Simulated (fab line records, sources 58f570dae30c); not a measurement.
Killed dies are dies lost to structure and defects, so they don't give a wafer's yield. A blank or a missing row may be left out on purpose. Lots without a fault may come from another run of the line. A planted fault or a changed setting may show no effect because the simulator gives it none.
fab line records | flow berkeley_cmos170
record lots=7 wafers=21 last_day=12
route steps=331 shown GATE@128
lots that met no fault: from a run of the same line without faults
start_h: hours from the record's first day to the start of the lot's first wafer shown | wait_h: hours since the lot's step before | " the same as in the row above | L1.1+2: a row that stands for several wafers | - no value, or no start given | * or withheld: withheld | < > ~ a bound
route shown NAME@n: a module of which the file shows steps, and the number in the route of the first | usual: mean/standard deviation of fault-free wafers | same: alike in all rows | chamber/n: place in a boat | sites: the reading at each site | _std_site: their standard deviation | _edge_site: outer sites' mean less inner sites' | radius_mm: how far each site lies from the wafer's centre | mask NAME#n: copy n | behind: the tool/chamber that last shaped the wafer | hold: why the lot was held/for how many hours/how that ended | device: the transistor (n, p or np) that didn't switch | end of line: the same wafers' tests at the end of the route | a step without rows: its recipe alone | killed: dies lost to structure and defects at the first sort, not the wafer's yield | map: a wafer's dies, x killed, . not, _ none there
set.NAME: the setting as run; set.NAME@STEP: as run at that earlier step | model.NAME: the simulator's own value behind a step, which no gauge read
lots at some steps of the route; a table a step, a row a wafer
services: from which hour (start_h, from the record's first day; less than 0 if before it) a tool's chamber was out of use, for how many hours, and why
## steps
# step UCB170_GATE_THK_MEAS_02
# recipe reads=SiO2_of_GATE_OXIDATION_01
# usual GATE_OXIDE_THK=6.61/0.17
# columns lot.wafer tool chamber start_h wait_h GATE_OXIDE_THK[nm]
L676.4 film_metro-02 - 128.18 0.0 6.55
L676.5 " - " " 6.72
L676.6 " - " " 6.68
L680.1 film_metro-01 - 154.45 0.0 6.31
L680.2 " - " " 6.24
L680.4 " - " " 6.28
L682.2 film_metro-04 - 174.03 0.1 6.46
L682.3 " - " " 6.53
L682.5 " - " " 6.43
L687.1 film_metro-02 - 181.69 0.0 6.38
L687.2 " - " " 6.56
L687.6 " - " " 6.50
L689.1 film_metro-04 - 202.59 0.0 6.74
L689.4 " - " " 6.66
L689.5 " - " " 6.70
L692.3 film_metro-02 - 214.47 0.0 6.73
L692.4 " - " " 6.59
L692.6 " - " " 6.58
L698.2 film_metro-01 - 239.88 0.0 6.49
L698.3 " - " " 6.46
L698.6 " - " " 6.44
# step UCB170_GATE_ANNEAL_03
# recipe temp_c=900 time_s=1800 ambient=N2
# step UCB170_GATE_CVD_04
# recipe material=poly-Si temp_c=610 precursor=SiH4 time_s=1440 pressure_mtorr=375 target_thk_nm=214 sih4_flow_sccm=120
# step UCB170_GATE_THK_MEAS_05
# recipe reads=poly-Si_of_GATE_CVD_04
# usual GATE_POLY_THK=214.8/2.1
# columns lot.wafer tool chamber start_h wait_h GATE_POLY_THK[nm]
L676.4 film_metro-02 - 133.28 0.0 213.1
L676.5 " - " " 213.0
L676.6 " - " " 212.5
L680.1 film_metro-02 - 161.02 0.0 211.6
L680.2 " - " " 211.0
L680.4 " - " " 211.0
L682.2 film_metro-02 - 183.83 0.1 214.2
L682.3 " - " " 214.2
L682.5 " - " " 214.5
L687.1 film_metro-01 - 188.38 0.0 214.4
L687.2 " - " " 215.8
L687.6 " - " " 216.0
L689.1 film_metro-02 - 211.23 0.0 211.7
L689.4 " - " " 213.7
L689.5 " - " " 212.5
L692.3 film_metro-04 - 219.73 0.1 213.1
L692.4 " - " " 212.2
L692.6 " - " " 215.1
L698.2 film_metro-02 - 246.26 0.0 216.3
L698.3 " - " " 216.7
L698.6 " - " " 217.6
# step UCB170_GATE_COAT_06
# recipe resist=BARC temp_c=withheld time_s=withheld spin_rpm=3000 resist_thk_nm=withheld
# step UCB170_GATE_COAT_07
# recipe resist=KrF spin_rpm=1463 resist_thk_nm=900
# step UCB170_GATE_SOFTBAKE_08
# recipe resist=KrF temp_c=130 time_s=60
# step UCB170_GATE_EXPOSE_09
# recipe mask_id=POLY target_cd_nm=350 na=0.5 sigma_outer=0.6 source_shape=conventional dose_mj=21
# step UCB170_GATE_PEB_10
# recipe peb_temp_c=130 peb_time_s=withheld resist=KrF
# step UCB170_GATE_DEVELOP_11
# recipe developer=TMAH develop_time_s=45 resist=KrF dev_temp_c=21
# step UCB170_GATE_CD_MEAS_12
# recipe target_cd_nm=350
# usual cd_nm=350.7/1.4
# columns lot.wafer tool chamber start_h wait_h cd_nm
L676.4 cd_sem-02 - 135.00 - 350.5
L676.5 " - " " 349.4
L676.6 " - " " 350.2
L680.1 cd_sem-02 - 162.25 - 351.8
L680.2 " - " " 351.5
L680.4 " - " " 350.8
L682.2 cd_sem-02 - 185.54 - 351.6
L682.3 " - " " 352.1
L682.5 " - " " 350.8
L687.1 cd_sem-01 - 190.31 - 350.3
L687.2 " - " " 350.0
L687.6 " - " " 349.4
L689.1 cd_sem-01 - 212.36 - 352.3
L689.4 " - " " 352.3
L689.5 " - " " 353.2
L692.3 cd_sem-01 - 221.19 - 351.1
L692.4 " - " " 352.5
L692.6 " - " " 351.4
L698.2 cd_sem-01 - 248.25 - 351.9
L698.3 " - " " 350.3
L698.6 " - " " 352.3
# step UCB170_GATE_OVL_MEAS_13
# usual GATE_OVL=2/5.2
# columns lot.wafer tool chamber start_h wait_h GATE_OVL[nm]
L676.4 overlay-02 - 135.08 0.1 7
L676.5 " - " " 7
L676.6 " - " " 6
L680.1 overlay-02 - 162.37 0.1 5
L680.2 " - " " 1
L680.4 " - " " 3
L682.2 overlay-01 - 185.64 0.1 -11
L682.3 " - " " -6
L682.5 " - " " -3
L687.1 overlay-02 - 190.43 0.1 2
L687.2 " - " " 4
L687.6 " - " " 4
L689.1 overlay-01 - 212.48 0.1 -3
L689.4 " - " " 5
L689.5 " - " " -1
L692.3 overlay-01 - 221.28 0.1 0
L692.4 " - " " 6
L692.6 " - " " 7
L698.2 overlay-01 - 248.35 0.1 4
L698.3 " - " " -2
L698.6 " - " " 4
# step UCB170_GATE_ETCH_14
# recipe chemistry=N2/H2 target_depth_a=withheld overetch_a=withheld target=BARC time_s=withheld source_w=500 bias_w=100 pressure_mtorr=30 n2_flow_sccm=100 h2_flow_sccm=200
# usual bias_w=99.94/0.28 drypump_motor_current_A=5.6/0.51 oes_product_au=0.994/0.017 throttle_valve_pct=13.29/0.17
# columns lot.wafer tool chamber start_h wait_h bias_w drypump_motor_current_A oes_product_au throttle_valve_pct
L676.4 rie_diel-04 3 135.09 0.0 99.85 5.8 1.017 13.34
L676.5 " 1 " " 100.16 4.8 0.981 13.59
L676.6 " 2 " " 99.81 6.0 1.048 13.50
L680.1 rie_diel-03 1 162.41 0.0 99.46 5.7 0.977 13.18
L680.2 " 2 " " 100.36 5.1 0.985 13.14
L680.4 " 0 " " 100.01 4.8 1.002 13.35
L682.2 rie_diel-03 3 185.67 0.0 100.26 5.6 0.902 12.93
L682.3 " 1 " " 100.36 5.7 0.874 13.17
L682.5 " 0 " " 100.23 4.8 0.894 13.36
L687.1 rie_diel-03 3 190.47 0.0 100.29 5.6 0.897 12.94
L687.2 " 1 " " 100.10 5.7 0.872 13.17
L687.6 " 0 " " 100.33 4.8 0.889 13.35
L689.1 rie_diel-03 3 212.51 0.0 99.67 5.6 0.889 12.94
L689.4 " 0 " " 100.31 4.8 0.888 13.36
L689.5 " 3 " " 99.77 5.6 0.908 12.93
L692.3 rie_diel-01 1 221.31 0.0 99.74 5.4 0.974 13.20
L692.4 " 3 " " 100.38 5.3 0.999 13.39
L692.6 " 0 " " 99.94 5.9 0.993 13.21
L698.2 rie_diel-01 0 248.38 0.0 99.40 5.9 0.984 13.20
L698.3 " 3 " " 100.20 5.4 0.999 13.37
L698.6 " 2 " " 100.01 6.8 0.952 13.27
# step UCB170_GATE_ETCH_15
# recipe chemistry=HBr/Cl2 target=poly-Si stop_on=SiO2 over_etch_frac=0.3 icp_w=300 bias_w=150 time_s=56.3 pressure_mtorr=15 HBr_flow_sccm=150 Cl2_flow_sccm=50 target_depth_a=2782
# usual HBr_flow_sccm=150.0/0.45 bias_w=150.0/0.41 drypump_motor_current_A=5.8/0.42 oes_product_au=0.830/0.0097 throttle_valve_pct=26.42/0.2
# same over_etch_frac=0.3
# columns lot.wafer tool chamber start_h wait_h HBr_flow_sccm bias_w drypump_motor_current_A oes_product_au rf_hours_counter_h throttle_valve_pct
L676.4 rie_si-01 0 135.14 - 151.1 149.6 5.3 0.808 64 26.14
L676.5 " 1 " " 150.2 150.1 6.1 0.823 - 26.47
L676.6 " 0 " " 150.6 149.4 5.3 0.815 - 26.12
L680.1 rie_si-02 3 162.45 - 150.2 148.8 6.0 0.827 28 26.58
L680.2 " 1 " " 149.9 150.7 5.7 0.807 0 26.23
L680.4 " 2 " " 149.9 150.4 5.3 0.810 - 26.30
L682.2 rie_si-01 3 185.71 - 149.9 149.9 6.6 0.839 68 26.37
L682.3 " 2 " " 149.7 149.6 5.6 0.834 0 26.79
L682.5 " 1 " " 149.9 149.7 6.0 0.828 - 26.46
L687.1 rie_si-01 3 190.51 - 150.4 149.3 6.6 0.829 68 26.37
L687.2 " 0 " " 149.6 150.3 5.3 0.817 65 26.14
L687.6 " 3 " " 149.4 149.7 6.5 0.821 - 26.37
L689.1 rie_si-02 3 212.56 - 149.4 149.9 6.1 0.836 28 26.57
L689.4 " 0 " " 149.5 149.7 5.5 0.825 0 26.59
L689.5 " 3 " " 149.8 149.7 6.1 0.832 - 26.57
L692.3 rie_si-02 0 221.35 - 149.9 149.6 5.5 0.826 0 26.59
L692.4 " 3 " " 149.7 149.6 6.1 0.840 28 26.58
L692.6 " 0 " " 149.4 150.7 5.5 0.826 - 26.57
L698.2 rie_si-02 1 248.43 - 149.8 150.3 5.7 0.822 1 26.21
L698.3 " 0 " " 150.6 150.3 5.5 0.834 0 26.58
L698.6 " 3 " " 149.7 149.9 6.1 0.842 - 26.58
## services
# columns tool chamber start_h hours kind
rie_si-02 1 113.31 - clean
rie_si-02 1 113.31 16.9 scheduled_down
rie_si-02 1 113.31 16.9 vent_cycle
rie_si-01 1 125.30 7.7 repair
rie_si-01 3 135.34 9.0 repair
rie_diel-04 0 137.20 10.8 repair
rie_si-01 2 144.34 - clean
rie_si-01 2 144.34 30.4 scheduled_down
rie_si-01 2 144.34 30.4 vent_cycle
rie_si-02 0 156.29 - clean
rie_si-02 0 156.29 20.8 scheduled_down
rie_si-02 0 156.29 20.8 vent_cycle
rie_diel-04 - 168.62 0.3 repair
rie_diel-03 2 171.98 - clean
rie_diel-03 2 171.98 26.5 scheduled_down
rie_diel-03 2 171.98 26.5 vent_cycle
rie_diel-04 - 188.62 0.2 repair
rie_diel-03 3 230.98 - clean
rie_diel-03 3 230.98 20.0 scheduled_down
rie_diel-03 3 230.98 20.0 vent_cycle
rie_si-01 - 235.41 0.4 repair
rie_diel-03 0 244.19 34.4 repair
rie_diel-03 - 246.21 2.8 pm
rie_si-01 0 246.48 13.3 repair
## key
first_sign step=UCB170_GATE_ETCH_14 reading=oes_product_au direction=down sigmas=6.1 usual=0.994 struck=0.890
effect none on later readings
met_at UCB170_GATE_ETCH_14
struck_wafers L682.2,L682.3,L682.5,L687.1,L687.2,L687.6,L689.1,L689.4,L689.5
sort_left_out L682.2,L682.3,L682.5
tester_left_out L682,L687,L689
onset_between 162.41 185.67
fault kind=process_parameter_drift tool=rie_diel-03 chamber=- onset_h=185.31 steps=UCB170_GATE_ETCH_14 channel=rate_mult offset=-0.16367 shape=step end_h=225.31
# tester_left_out: of these lots the tester's yield and bins aren't shown, on N5 and GAA mostly nor the transistor test; their killed dies are dies lost to structure and defects alone, not to doping, threshold or leakage, so they don't give the yield
# sort_left_out: the simulated sort isn't trusted on such a fault, so these wafers' sort isn't shown, and their yield isn't known
